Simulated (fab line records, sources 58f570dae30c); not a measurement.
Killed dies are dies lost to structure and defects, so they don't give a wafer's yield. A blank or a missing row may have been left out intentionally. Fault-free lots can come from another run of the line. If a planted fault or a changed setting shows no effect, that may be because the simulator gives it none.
What tool caused it? -- flow berkeley cmos170 -- 45 wafers from 15 lots sampled at 2 of the route's 331 steps

WHAT THE GAUGES SHOWED, per wafer
UCB170_PWELL_OVL_MEAS_13.
lot,measured,on,PWELL_OVL (nm)
L186,day 2 22:58,overlay-01,10 8 -1
L187,day 3 05:01,overlay-01,5 -8 12
L191,day 4 00:31,overlay-02,5 12 13
L192,day 3 22:19,overlay-02,4 1 9
L193,day 4 14:44,overlay-02,-6 -1 -3
L194,day 4 15:07,overlay-01,1 3 1
L195,day 4 19:23,overlay-01,13 11 6
L197,day 5 04:52,overlay-02,-1 0 4
L198,day 5 13:57,overlay-02,-3 -3 4
L199,day 5 19:29,overlay-02,11 12 8
L200,day 6 05:33,overlay-02,6 5 13
L201,day 6 16:10,overlay-02,-2 -2 2
L202,day 6 16:10,overlay-01,3 3 2
L204,day 6 23:11,overlay-02,3 11 7
L209,day 7 22:19,overlay-02,12 6 6

WHICH TOOL RAN EACH LOT (tool, then ch and the chambers of the sampled wafers, then the start)
lot,UCB170_ZERO_ETCH_06
L186,"rie diel-02 ch 0,1,3, day 1 17:11"
L187,"rie diel-01 ch 0,2,3, day 1 23:42"
L191,"rie diel-02 ch 0,3, day 2 22:04"
L192,"rie diel-01 ch 2,3, day 3 01:04"
L193,"rie diel-02 ch 0,2, day 3 05:26"
L194,"rie diel-01 ch 2,3, day 3 09:00"
L195,"rie diel-04 ch 0,1,3, day 3 16:43"
L197,"rie diel-02 ch 2,3, day 4 01:26"
L198,"rie diel-04 ch 0,1,2, day 4 08:47"
L199,"rie diel-01 ch 1,2, day 4 13:01"
L200,"rie diel-01 ch 1,2,3, day 4 18:10"
L201,"rie diel-01 ch 0,1,2, day 4 22:05"
L202,"rie diel-02 ch 0,2,3, day 5 01:26"
L204,"rie diel-01 ch 2,3, day 5 13:21"
L209,"rie diel-02 ch 1,3, day 6 19:40"
- UCB170_ZERO_ETCH_06: etches SiO2 in CHF3/CF4/Ar, time 12 s.

AS READ BY THE TOOLS THEMSELVES (means over the sampled wafers that have a number; for cases with no such wafer, the mark the record gives instead)
UCB170_ZERO_ETCH_06.
lot,tool,drypump motor current A (A),oes product au (a.u.),rf fwd power W (W),throttle valve pct (%)
L186,rie diel-02,6.3,0.616,490.8,9.26
L187,rie diel-01,5.9,0.619,493.1,9.04
L191,rie diel-02,5.9,0.613,491.5,9.16
L192,rie diel-01,5.8,0.624,494.6,9.06
L193,rie diel-02,6.4,0.616,490.8,9.34
L194,rie diel-01,6.0,0.623,492.4,9.09
L195,rie diel-04,5.6,0.623,492.0,9.21
L197,rie diel-02,6.1,0.607,490.3,9.28
L198,rie diel-04,5.5,0.618,493.9,9.18
L199,rie diel-01,6.3,0.629,492.1,9.19
L200,rie diel-01,6.1,0.624,490.9,9.16
L201,rie diel-01,6.2,0.631,490.8,9.13
L202,rie diel-02,6.2,0.611,490.8,9.26
L204,rie diel-01,6.0,0.622,491.9,9.09
L209,rie diel-02,6.4,0.619,491.4,9.30

THE ANSWER, worked out from the rows above alone
Rule: the usual values come from the lots themselves. The widest of any qualifying gaps counts: lots, ordered by their means at a reading, are off when they make up no more than a third of the lots, leave a main group of 4 or more, and stand apart from it by 3 or more times the standard deviation of that group's means. The tables above print the reading to a certain number of digits; a main group whose means all agree to those digits is not used. A lot without any number at a reading at which 4 lots or more have one is off too. The other lots that the step has rows for count as sound. Order of review: gauges by route order, followed by the tools' own readings, for which a lot's mean as printed above is used. The first step at which some lot is off is used, and at that step the reading that is off furthest; a lot without a number counts as furthest.
Nothing can be told from this: no lot is off at any reading shown.

WHAT THE SIMULATOR PUT IN
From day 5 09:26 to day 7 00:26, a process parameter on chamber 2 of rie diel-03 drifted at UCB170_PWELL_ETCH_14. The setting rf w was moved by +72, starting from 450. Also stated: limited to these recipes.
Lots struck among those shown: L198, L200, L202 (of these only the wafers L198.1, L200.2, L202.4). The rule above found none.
